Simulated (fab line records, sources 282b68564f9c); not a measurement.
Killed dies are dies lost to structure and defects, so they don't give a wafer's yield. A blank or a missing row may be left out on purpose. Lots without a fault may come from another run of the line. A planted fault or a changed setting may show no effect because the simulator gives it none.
Split-lot experiment | flow rit_cmos | 4 lots, 18 wafers read, on a route of 202 steps

THE SPLIT
At RIT_GATE_DEVELOP_15 (develop time 50 s), the setting dev_temp_c was moved away from the recipe's 23 C on 8 of the 18 wafers read, by -12.4% to +14.7%. The other wafers ran this setting at the recipe's value.

FROM THE SPLIT TO THE READING: what the file shows between them, 9 steps
- RIT_NLDD_COAT_01: resist thk 1000 nm (also split here: resist_thk_nm)
- RIT_NLDD_SOFTBAKE_02: time 60 s
- RIT_NLDD_EXPOSE_03: exposes mask M7, target cd 40700 nm
- RIT_NLDD_DEVELOP_05: develop time 50 s
- RIT_NLDD_HARDBAKE_07: time 60 s
- RIT_NLDD_IMPLANT_08 (also split here: dose_cm2)
- RIT_NLDD_STRIP_09: strips in O2, time 180 s
- RIT_NLDD_TW_MEAS_10
- RIT_NSD_IMPLANT_08 (also split here: dose_cm2)

THE READING
etest.nmos_0p3.r_on_ohm_um (the simulator's own value, which no gauge read), at RIT_M1_PROBE_99. The file gives no usual value for it. The 10 wafers here that ran the recipe average 2298, standard deviation 1.8e+02.

wafer  | tool, chamber at the split | dev_temp_c as run, C | against the recipe | etest.nmos_0p3.r_on_ohm_um | against lot-mates on the recipe
L079.1 | litho_track-03, 0          | 20.98                | -8.8%              | 2343                       | -130
L079.2 | litho_track-03, 0          | 23                   | recipe             | 2455                       | -
L079.3 | litho_track-03, 0          | 20.98                | -8.8%              | 2427                       | -46
L079.4 | litho_track-03, 0          | 23                   | recipe             | 2491                       | -
L079.6 | litho_track-03, 0          | 20.98                | -8.8%              | 2309                       | -164
L081.1 | litho_track-01, 0          | 23                   | recipe             | 1979                       | -
L081.2 | litho_track-01, 0          | 20.15                | -12.4%             | 1858                       | -124
L081.3 | litho_track-01, 0          | 20.15                | -12.4%             | 1900                       | -82
L081.5 | litho_track-01, 0          | 20.15                | -12.4%             | 1894                       | -88
L081.6 | litho_track-01, 0          | 23                   | recipe             | 1985                       | -
L083.1 | litho_track-02, 0          | 23                   | recipe             | 2244                       | -
L083.2 | litho_track-02, 0          | 23                   | recipe             | 2235                       | -
L083.3 | litho_track-02, 0          | 23                   | recipe             | 2247                       | -
L084.1 | litho_track-03, 0          | 26.38                | +14.7%             | 2599                       | +150
L084.2 | litho_track-03, 0          | 23                   | recipe             | 2409                       | -
L084.3 | litho_track-03, 0          | 26.38                | +14.7%             | 2535                       | +86
L084.5 | litho_track-03, 0          | 23                   | recipe             | 2460                       | -
L084.6 | litho_track-03, 0          | 23                   | recipe             | 2477                       | -

THE FIT
A straight line over all 18 wafers: etest.nmos_0p3.r_on_ohm_um changes by +19.5 for each +1% of dev_temp_c; r = +0.63; the points scatter about the line by 1.9e+02.
The same after taking each lot's own level away (the mean of its wafers on the recipe; 18 wafers): +8.83 for each +1%; r = +0.91; scatter 33.
On that fit, the largest move of dev_temp_c shifts the reading by 1.3e+02.
The lots' own levels span 1982.0 to 2473.0, that is 2.7 times the standard deviation above.
So the lot-to-lot level blurs the effect unless lot-mates are compared.
Check: with one of the wafers moved furthest among these (+14.7%) left out of the fit, the line predicts +113 for it against its lot-mates. It came out at +150 against them.

OTHER SPLITS ON THESE WAFERS
These wafers also went through other splits before the reading. Each is held against what the fit with the lots' levels taken away leaves over:
other split on the same wafers   | wafers away from the commonest value | r with etest.nmos_0p3.r_on_ohm_um (lot level and that fit taken away)
RIT_ACTIVE_CVD_03 nh3_flow_sccm  | 13                                   | -0.10
RIT_ACTIVE_DEVELOP_10 dev_temp_c | 5                                    | +0.02
RIT_FOX2_OXIDATION_00 temp_c     | 13                                   | -0.15
RIT_NWELL_COAT_01 spin_rpm       | 3                                    | -0.12
RIT_NWELL_IMPLANT_08 energy_kev  | 9                                    | -0.03
RIT_PRETRO_IMPLANT_08 energy_kev | 3                                    | -0.27
RIT_GATE_OXIDATION_05 temp_c     | 13                                   | -0.28
RIT_NLDD_COAT_01 resist_thk_nm   | 7                                    | -0.01
RIT_NLDD_IMPLANT_08 dose_cm2     | 3                                    | +0.11
RIT_NSD_IMPLANT_08 dose_cm2      | 8                                    | +0.36

THE FILE'S OWN FIT
etest.nmos_0p3.r_on_ohm_um changes by +8.83 for each +1% of dev_temp_c, r = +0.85.
